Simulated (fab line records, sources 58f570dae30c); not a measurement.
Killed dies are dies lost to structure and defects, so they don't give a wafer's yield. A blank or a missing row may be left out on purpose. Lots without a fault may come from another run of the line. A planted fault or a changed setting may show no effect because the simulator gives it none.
Which tool did it? | flow berkeley_cmos170 | 7 lots, 21 wafers sampled, at 1 step of a route of 331

WHAT THE GAUGES READ, wafer by wafer
UCB170_START_BOW_MEAS_00.
lot  | measured    | on            | INCOMING_BOW (um)
L693 | day 1 15:00 | film_metro-02 | -3 1 -4
L695 | day 2 01:01 | film_metro-01 | 6 -8 -9
L697 | day 2 11:01 | film_metro-01 | 5 -2 -6
L702 | day 3 12:00 | film_metro-01 | -11 -4 1
L707 | day 4 13:00 | film_metro-02 | -2 -3 -2
L712 | day 5 14:01 | film_metro-01 | -12 -11 11
L714 | day 6 00:01 | film_metro-03 | -5 8 -6

WHICH TOOL RAN EACH LOT (tool, then ch and the chambers of the sampled wafers, then the start)
The record holds no process step before these readings.

THE ANSWER, worked out from the rows above alone
Rule: what is usual is taken from the lots themselves. Put in order of their means at a reading, lots are off if they are a third of the lots or fewer, leave a main group of 4 or more, and stand apart from it by a gap of 3 or more times the standard deviation of the main group's means; of several such gaps the widest counts. A main group whose means are all the same, to the digits that the tables above print for the reading, isn't used. A lot without any number at a reading at which 4 lots or more have one is off too. The other lots that the step has rows for count as sound.
No lot is off at any reading shown: from this, nothing can be told.

WHAT THE SIMULATOR HAD PUT IN
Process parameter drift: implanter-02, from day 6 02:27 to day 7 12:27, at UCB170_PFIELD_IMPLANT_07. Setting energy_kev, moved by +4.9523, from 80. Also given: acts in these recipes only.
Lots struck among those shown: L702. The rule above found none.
